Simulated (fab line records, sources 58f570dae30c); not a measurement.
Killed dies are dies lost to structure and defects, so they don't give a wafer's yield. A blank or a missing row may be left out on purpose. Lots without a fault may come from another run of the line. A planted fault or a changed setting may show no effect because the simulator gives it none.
Which tool did it? | flow berkeley_cmos170 | 14 lots, 42 wafers sampled, at 4 steps of a route of 331

WHAT THE GAUGES READ, wafer by wafer
UCB170_V2_THK_MEAS_04. Usual: V2_POLISHED_THK 1000.3 nm, standard deviation 1.4.
lot  | measured     | on            | V2_POLISHED_THK (nm) | flag
L958 | day 8 09:19  | film_metro-03 | 1001.2 999.8 1002.6  |
L959 | day 8 09:23  | film_metro-01 | 1000.3 999.9 1000.1  |
L960 | day 9 06:31  | film_metro-03 | 1000.7 998.9 1002.1  |
L961 | day 9 06:11  | film_metro-01 | 1001.0 1002.1 1003.5 |
L965 | day 9 14:31  | film_metro-04 | 1001.3 999.8 1002.3  |
L966 | day 9 08:44  | film_metro-04 | 1000.8 1000.1 1002.1 |
L967 | day 9 09:44  | film_metro-04 | 1002.3 999.5 1000.8  |
L970 | day 11 03:36 | film_metro-01 | 1000.1 1000.7 998.7  |
L972 | day 11 04:25 | film_metro-01 | 999.1 1000.1 1002.4  |
L976 | day 14 10:35 | film_metro-04 | 1000.8 1000.0 1002.1 |
L978 | day 11 21:02 | film_metro-03 | 1000.3 1001.2 1000.6 |
L977 | day 11 20:58 | film_metro-01 | 999.5 995.7 999.8    |
L980 | day 12 15:37 | film_metro-01 | 1001.4 1002.0 1000.3 |
L981 | day 12 20:50 | film_metro-01 | 1001.0 1000.5 1001.9 |

WHICH TOOL RAN EACH LOT (tool, then ch and the chambers of the sampled wafers, then the start)
lot  | UCB170_PWELL_STRIP_16               | UCB170_M2_SPUTTER_01         | UCB170_V2_CVD_00
L958 | plasma_asher-04 ch 0,1, day 3 09:00 | pvd_sputter-02, day 8 04:53  | pecvd-01 ch 0,1, day 8 08:40
L959 | plasma_asher-01 ch 0,1, day 3 09:25 | pvd_sputter-01, day 8 05:08  | pecvd-03 ch 0,1,2, day 8 08:43
L960 | plasma_asher-03 ch 0,1, day 3 16:33 | pvd_sputter-02, day 9 02:23  | pecvd-04 ch 0,1, day 9 05:53
L961 | plasma_asher-01 ch 0,1, day 3 16:37 | pvd_sputter-04, day 9 02:07  | pecvd-01 ch 0,1,2, day 9 05:32
L965 | plasma_asher-04 ch 1, day 4 12:41   | pvd_sputter-01, day 9 09:15  | pecvd-01 ch 0,1, day 9 13:52
L966 | plasma_asher-03 ch 0,1, day 4 19:21 | pvd_sputter-01, day 9 05:36  | pecvd-01 ch 0,1,2, day 9 08:05
L967 | plasma_asher-03 ch 0,1, day 4 19:53 | pvd_sputter-02, day 9 05:50  | pecvd-04 ch 0,1,2, day 9 09:07
L970 | plasma_asher-04 ch 0,1, day 5 17:38 | pvd_sputter-04, day 10 23:15 | pecvd-01 ch 0,1,2, day 11 02:58
L972 | plasma_asher-04 ch 0,1, day 6 07:29 | pvd_sputter-01, day 10 23:48 | pecvd-03 ch 0,1,2, day 11 03:50
L976 | plasma_asher-01 ch 0, day 6 22:48   | pvd_sputter-02, day 11 00:13 | pecvd-04 ch 0,1,2, day 11 04:38
L978 | plasma_asher-03 ch 0,1, day 7 08:29 | pvd_sputter-02, day 11 14:45 | pecvd-04 ch 0,1,2, day 11 20:19
L977 | plasma_asher-01 ch 1, day 7 08:40   | pvd_sputter-01, day 11 14:38 | pecvd-03 ch 0,1,2, day 11 20:16
L980 | plasma_asher-04 ch 0,1, day 7 18:20 | pvd_sputter-02, day 12 11:17 | pecvd-01 ch 0,2, day 12 14:53
L981 | plasma_asher-04 ch 0,1, day 8 09:05 | pvd_sputter-04, day 12 16:38 | pecvd-01 ch 0,2, day 12 20:12
- UCB170_PWELL_STRIP_16: strips in O2.
- UCB170_M2_SPUTTER_01: material Al, target thk 900 nm, time 120 s.
- UCB170_V2_CVD_00: deposits SiO2 from TEOS/O2, target thk 2000 nm, time 250 s.

WHAT THE TOOLS THEMSELVES READ (means of the sampled wafers that have a number; where no wafer has one, the mark that the record gives instead)
UCB170_PWELL_STRIP_16. Usual: drypump_motor_current_A 5.9 A, standard deviation 0.43; oes_product_au 0.721 a.u., standard deviation 0.0049; strip_time_to_endpoint_s 18.13 s, standard deviation 0.094.
lot  | tool            | drypump_motor_current_A (A) | oes_product_au (a.u.) | strip_time_to_endpoint_s (s) | flag
L958 | plasma_asher-04 | 6.1                         | 0.718                 | 18.11                        |
L959 | plasma_asher-01 | 5.6                         | 0.719                 | 18.18                        |
L960 | plasma_asher-03 | 6.1                         | 0.720                 | 18.18                        |
L961 | plasma_asher-01 | 5.3                         | 0.718                 | 18.13                        |
L965 | plasma_asher-04 | 6.0                         | 0.721                 | 18.19                        |
L966 | plasma_asher-03 | 6.1                         | 0.717                 | 18.02                        |
L967 | plasma_asher-03 | 6.1                         | 0.727                 | 18.06                        |
L970 | plasma_asher-04 | 6.2                         | 0.721                 | 18.16                        |
L972 | plasma_asher-04 | 6.3                         | 0.720                 | 18.24                        |
L976 | plasma_asher-01 | 5.0                         | 0.721                 | 18.01                        |
L978 | plasma_asher-03 | 5.8                         | 0.720                 | 18.16                        |
L977 | plasma_asher-01 | 5.9                         | 0.719                 | 18.13                        |
L980 | plasma_asher-04 | 6.1                         | 0.721                 | 18.09                        |
L981 | plasma_asher-04 | 6.3                         | 0.719                 | 18.18                        |

UCB170_M2_SPUTTER_01. Usual: cathode_dc_power_W 6000.1 W, standard deviation 1.1; throttle_valve_pct 30.1 %, standard deviation 0.72.
lot  | tool           | cathode_dc_power_W (W) | throttle_valve_pct (%) | flag
L958 | pvd_sputter-02 | 6000.5                 | 30.2                   |
L959 | pvd_sputter-01 | 5999.8                 | 30.0                   |
L960 | pvd_sputter-02 | 5998.7                 | 29.9                   |
L961 | pvd_sputter-04 | 5999.8                 | 30.5                   |
L965 | pvd_sputter-01 | 6001.1                 | 29.6                   |
L966 | pvd_sputter-01 | 6000.0                 | 29.0                   |
L967 | pvd_sputter-02 | 6000.0                 | 30.1                   |
L970 | pvd_sputter-04 | 6000.5                 | 30.3                   |
L972 | pvd_sputter-01 | 5844.4                 | 29.5                   | OFF
L976 | pvd_sputter-02 | 6000.8                 | 30.4                   |
L978 | pvd_sputter-02 | 5999.7                 | 30.1                   |
L977 | pvd_sputter-01 | 5843.3                 | 29.7                   | OFF
L980 | pvd_sputter-02 | 6000.4                 | 30.1                   |
L981 | pvd_sputter-04 | 6000.5                 | 31.2                   |

UCB170_V2_CVD_00. Usual: heater_power_w 238 W, standard deviation 47.
lot  | tool     | heater_power_w (W) | flag
L958 | pecvd-01 | 233                |
L959 | pecvd-03 | 275                |
L960 | pecvd-04 | 233                |
L961 | pecvd-01 | 232                |
L965 | pecvd-01 | 202                |
L966 | pecvd-01 | 226                |
L967 | pecvd-04 | 231                |
L970 | pecvd-01 | 215                |
L972 | pecvd-03 | 218                |
L976 | pecvd-04 | 226                |
L978 | pecvd-04 | 247                |
L977 | pecvd-03 | 224                |
L980 | pecvd-01 | 208                |
L981 | pecvd-01 | 204                |

THE ANSWER, worked out from the rows above alone
Rule: a lot is off if the mean of its wafers that have a number lies more than 3 standard deviations from the usual mean. A lot without any number at a reading at which 4 lots or more have one is off too. The other lots that the step has rows for count as sound. The gauges are gone through in route order, then the tools' own readings, and for those a lot's mean is taken as printed above. The first step at which some lot is off is used, and at that step the reading that is off furthest; a lot without a number counts as furthest.
Off: L972, L977, at UCB170_M2_SPUTTER_01 (cathode_dc_power_W).
A tool fits if, at that step or a process step before it, it ran every lot that is off, and no sound lot after the first of them. One fits: pvd_sputter-01 at UCB170_M2_SPUTTER_01. Its last sound lot is L965 (day 9 09:15), its first lot that is off L972 (day 10 23:48): a fault that began between those two fits.
The tool's own readings at UCB170_M2_SPUTTER_01 bear it out: on the lots that are off they differ by more than 5 times the standard deviation of the sound lots' means. cathode_dc_power_W reads 5843.9 W there against 6000.1 W on the sound lots.

WHAT THE SIMULATOR HAD PUT IN
Process parameter drift: pvd_sputter-01, from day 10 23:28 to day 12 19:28, at UCB170_M2_SPUTTER_01. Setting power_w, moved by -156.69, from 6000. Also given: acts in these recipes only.
Lots struck among those shown: L972, L977. The rule above found the same.
